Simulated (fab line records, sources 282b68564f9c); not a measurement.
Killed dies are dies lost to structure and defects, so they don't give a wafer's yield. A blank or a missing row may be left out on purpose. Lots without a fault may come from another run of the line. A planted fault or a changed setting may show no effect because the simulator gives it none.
Which tool did it? | flow rit_cmos | 14 lots, 42 wafers sampled, at 4 steps of a route of 202

WHAT THE GAUGES READ, wafer by wafer
RIT_WELLDRIVE_RS_MEAS_01: measures by four-point-probe. Usual: NWELL_RS 275.2 ohm/sq, standard deviation 0.64.
lot  | measured    | on            | NWELL_RS (ohm/sq) | flag
L867 | day 2 05:41 | film_metro-02 | 274.7 275.1 275.1 |
L870 | day 2 19:43 | film_metro-02 | 274.3 274.0 274.9 |
L872 | day 3 06:23 | film_metro-02 | 275.3 274.0 274.7 |
L873 | day 3 10:52 | film_metro-02 | 273.2 274.2 274.3 |
L874 | day 3 15:09 | film_metro-02 | 275.3 275.5 275.3 |
L875 | day 3 21:26 | film_metro-02 | 275.5 275.3 275.1 |
L877 | day 4 06:37 | film_metro-01 | 275.4 275.7 275.8 |
L878 | day 4 11:18 | film_metro-01 | 274.3 274.8 274.6 |
L879 | day 4 16:08 | film_metro-04 | 253.5 252.5 252.9 | OFF
L881 | day 5 02:51 | film_metro-01 | 252.0 252.4 253.1 | OFF
L885 | day 5 21:47 | film_metro-01 | 275.4 274.9 275.3 |
L886 | day 6 02:37 | film_metro-01 | 275.9 275.8 275.3 |
L888 | day 6 13:13 | film_metro-04 | 276.6 276.3 275.8 |
L890 | day 6 22:59 | film_metro-04 | 275.6 275.9 275.2 |

RIT_WELLDRIVE_RS_MEAS_02: measures by four-point-probe. Usual: PWELL_RS 430.5 ohm/sq, standard deviation 1.2.
lot  | measured    | on            | PWELL_RS (ohm/sq) | flag
L867 | day 2 05:49 | film_metro-02 | 428.7 429.2 428.9 |
L870 | day 2 19:50 | film_metro-02 | 429.0 431.0 430.9 |
L872 | day 3 06:31 | film_metro-02 | 430.8 428.6 430.5 |
L873 | day 3 10:59 | film_metro-02 | 431.2 432.8 431.1 |
L874 | day 3 15:16 | film_metro-02 | 431.5 432.5 432.2 |
L875 | day 3 21:33 | film_metro-02 | 429.5 428.9 429.1 |
L877 | day 4 06:44 | film_metro-01 | 430.1 431.7 431.1 |
L878 | day 4 11:25 | film_metro-01 | 431.6 431.1 433.0 |
L879 | day 4 16:16 | film_metro-04 | 404.5 404.5 405.6 | OFF
L881 | day 5 02:58 | film_metro-01 | 404.0 405.9 404.2 | OFF
L885 | day 5 21:55 | film_metro-01 | 430.9 430.6 431.5 |
L886 | day 6 02:44 | film_metro-01 | 430.5 431.5 431.6 |
L888 | day 6 13:20 | film_metro-04 | 431.6 430.0 432.2 |
L890 | day 6 23:06 | film_metro-04 | 428.5 429.7 430.2 |

RIT_M1_BOW_MEAS_16. Usual: M1_BOW 16 um, standard deviation 6.8.
lot  | measured    | on            | M1_BOW (um) | flag
L867 | day 3 14:37 | film_metro-03 | 14 16 9     |
L870 | day 4 02:31 | film_metro-03 | 23 18 17    |
L872 | day 4 11:06 | film_metro-02 | 15 11 4     |
L873 | day 4 15:26 | film_metro-03 | 23 7 22     |
L874 | day 4 18:56 | film_metro-04 | 19 2 17     |
L875 | day 5 01:40 | film_metro-03 | 23 17 9     |
L877 | day 5 11:14 | film_metro-02 | 21 7 2      |
L878 | day 5 15:19 | film_metro-04 | 12 22 9     |
L879 | day 5 20:10 | film_metro-04 | 10 14 25    |
L881 | day 6 07:43 | film_metro-04 | 23 27 14    |
L885 | day 7 02:38 | film_metro-04 | 15 16 38    |
L886 | day 7 08:55 | film_metro-02 | 16 8 19     |
L888 | day 7 17:46 | film_metro-04 | 18 19 31    |
L890 | day 8 10:33 | film_metro-03 | 13 29 13    |

WHICH TOOL RAN EACH LOT (tool, then ch and the chambers of the sampled wafers, then the start)
lot  | RIT_WELLDRIVE_ANNEAL_00
L867 | furnace-03 ch 0, day 2 00:34
L870 | furnace-03 ch 0, day 2 14:35
L872 | furnace-03 ch 0, day 3 01:15
L873 | furnace-02 ch 0, day 3 05:47
L874 | furnace-01 ch 0, day 3 10:04
L875 | furnace-02 ch 0, day 3 16:20
L877 | furnace-03 ch 0, day 4 01:32
L878 | furnace-01 ch 0, day 4 06:13
L879 | furnace-02 ch 0, day 4 11:02
L881 | furnace-02 ch 0, day 4 21:45
L885 | furnace-03 ch 0, day 5 16:42
L886 | furnace-01 ch 0, day 5 21:30
L888 | furnace-01 ch 0, day 6 08:08
L890 | furnace-03 ch 0, day 6 17:54
- RIT_WELLDRIVE_ANNEAL_00: time 14700 s.

WHAT THE TOOLS THEMSELVES READ (means of the sampled wafers that have a number; where no wafer has one, the mark that the record gives instead)
RIT_WELLDRIVE_ANNEAL_00. Usual: spike_tc_centre_C 1102.5 C, standard deviation 1.1; spike_tc_load_C 1124.3 C, standard deviation 2.3; spike_tc_source_C 1124.8 C, standard deviation 2.8; tube_center_temp_C 1100 C, standard deviation 0.096; tube_center_temp_C_max 1102.8, standard deviation 0.46; zone_power_centre_pct 50 %, standard deviation 5.5.
lot  | tool       | spike_tc_centre_C (C) | spike_tc_load_C (C) | spike_tc_source_C (C) | tube_center_temp_C (C) | tube_center_temp_C_max | zone_power_centre_pct (%) | flag
L867 | furnace-03 | 1103.5                | 1124.1              | 1127.2                | 1100                   | 1102.9                 | 56                        |
L870 | furnace-03 | 1102.3                | 1124.0              | 1127.7                | 1100                   | 1102.5                 | 57                        |
L872 | furnace-03 | 1103.5                | 1123.6              | 1128.2                | 1100                   | 1102.6                 | 57                        |
L873 | furnace-02 | 1101.4                | 1127.0              | 1121.4                | 1100                   | 1103.2                 | 47                        |
L874 | furnace-01 | 1102.6                | 1122.4              | 1123.5                | 1100                   | 1103.2                 | 44                        |
L875 | furnace-02 | 1102.1                | 1126.5              | 1121.8                | 1100                   | 1102.6                 | 48                        |
L877 | furnace-03 | 1102.9                | 1124.2              | 1127.2                | 1100                   | 1102.7                 | 57                        |
L878 | furnace-01 | 1101.9                | 1121.3              | 1122.8                | 1100                   | 1103.4                 | 44                        |
L879 | furnace-02 | 1123.9                | 1150.1              | 1145.1                | 1122                   | 1124.6                 | 48                        | OFF
L881 | furnace-02 | 1124.3                | 1149.5              | 1143.4                | 1122                   | 1124.5                 | 48                        | OFF
L885 | furnace-03 | 1103.6                | 1124.0              | 1128.3                | 1100                   | 1103.4                 | 56                        |
L886 | furnace-01 | 1100.7                | 1121.3              | 1123.5                | 1100                   | 1103.0                 | 45                        |
L888 | furnace-01 | 1101.8                | 1122.5              | 1123.9                | 1100                   | 1103.2                 | 44                        |
L890 | furnace-03 | 1103.1                | 1123.5              | 1127.9                | 1100                   | 1102.7                 | 56                        |

THE ANSWER, worked out from the rows above alone
Rule: a lot is off if the mean of its wafers that have a number lies more than 3 standard deviations from the usual mean. A lot without any number at a reading at which 4 lots or more have one is off too. The other lots that the step has rows for count as sound. The gauges are gone through in route order, then the tools' own readings, and for those a lot's mean is taken as printed above. The first step at which some lot is off is used, and at that step the reading that is off furthest; a lot without a number counts as furthest.
Off: L879, L881, at RIT_WELLDRIVE_RS_MEAS_01 (NWELL_RS).
A tool fits if, at a process step before that reading, it ran every lot that is off, and no sound lot after the first of them. The gauges at RIT_WELLDRIVE_RS_MEAS_01 aren't tried: what is off there is off at RIT_WELLDRIVE_ANNEAL_00 too, on other tools, and a gauge's error can't cause that. One fits: furnace-02 at RIT_WELLDRIVE_ANNEAL_00. Its last sound lot is L875 (day 3 16:20), its first lot that is off L879 (day 4 11:02): a fault that began between those two fits.
The tool's own readings at RIT_WELLDRIVE_ANNEAL_00 bear it out: on the lots that are off they differ by more than 5 times the standard deviation of the sound lots' means. spike_tc_centre_C reads 1124.1 C there against 1102.5 C on the sound lots; spike_tc_load_C reads 1149.8 C there against 1123.7 C on the sound lots; spike_tc_source_C reads 1144.2 C there against 1125.3 C on the sound lots; tube_center_temp_C reads 1122 C there against 1100 C on the sound lots; tube_center_temp_C_max reads 1124.5 there against 1103.0 on the sound lots.

WHAT THE SIMULATOR HAD PUT IN
Process parameter drift: furnace-02, from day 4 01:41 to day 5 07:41, at RIT_WELLDRIVE_ANNEAL_00. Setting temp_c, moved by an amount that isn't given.
Lots struck among those shown: L879, L881. The rule above found the same.
